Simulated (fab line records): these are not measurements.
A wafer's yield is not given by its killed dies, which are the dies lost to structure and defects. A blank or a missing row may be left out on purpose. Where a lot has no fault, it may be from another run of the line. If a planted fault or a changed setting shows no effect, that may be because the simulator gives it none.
One fault seen from 2 desks    flow berkeley-cmos170    every desk sees just its own numbers, and what lay behind them comes last

THE METROLOGY DESK
What the gauges read, lot by lot, whatever tool the lot ran on: means of the sampled wafers that have a number. The brackets show how far a lot's mean lies from the usual mean; more than 4 standard deviations puts the lot out of limits, marked OUT.
Columns: A = V1_TEOS_THK at UCB170_V1_THK_MEAS_01, usual 2017 nm; B = V2_TEOS_THK at UCB170_V2_THK_MEAS_01, usual 1997 nm
lot   first seen here  A     B
L812  day 7 02:06      2028  2001
L814  day 7 09:48      2052  2000
L813  day 7 09:53      1986  1989
L816  day 8 03:02      2005  2008
L819  day 8 16:43      1993  1993
L818  day 8 16:44      2013  1984
L820  day 8 23:31      2008  1993
L823  day 9 20:35      2009  1964
L826  day 10 06:24     2041  1993
L830  day 11 00:57     2009  2001
L828  day 11 00:58     2043  1982
L832  day 11 01:06     2011  1950
L835  day 12 03:49     2025  2041
L833  day 12 03:52     2000  2019
This desk's verdict: no lot among the 14 shows anything out of limits.

FOR THE TOOL OWNER'S DESK: litho-track-03
The tool's own readings at UCB170_CONTACT_COAT_10 (resist thk 900 nm): means of the sampled wafers that have a number, for each lot that ran on this tool. The brackets show how far a lot's mean lies from the usual mean; more than 4 standard deviations puts the lot out of limits, marked OUT.
Columns: A = spin-speed-rpm at UCB170_CONTACT_COAT_10, usual 1499.9 rpm
lot   first seen here  A
L812  day 6 18:00      1500.1
L813  day 7 00:00      1500.2
L818  day 8 07:00      1499.5
L820  day 8 14:00      1499.9
L826  day 9 23:00      1388.0 (-99 or more) OUT
L828  day 10 16:00     1388.2 (-99 or more) OUT
This desk's finding: out of limits on L826, L828; first on L826, day 9 23:00 (spin-speed-rpm at UCB170_CONTACT_COAT_10). In limits: L812, L813, L818, L820.

PUT TOGETHER
An alarm could have come from the tool owner's desk at day 9 23:00, on L826, L828.
The metrology desk saw nothing out of limits.
The metrology desk holds a record of L826, L828, inside its limits.
Of the lots named, all ran UCB170_CONTACT_COAT_10 on litho-track-03.

WHAT THE SIMULATOR HAD PUT IN
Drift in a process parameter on litho-track-03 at UCB170_CONTACT_COAT_10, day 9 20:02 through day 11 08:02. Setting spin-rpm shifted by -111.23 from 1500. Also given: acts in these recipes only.
Struck lots among those shown: L826, L828.
Hours from the fault's start to each desk's first reading out of limits: the tool owner's desk, 3.
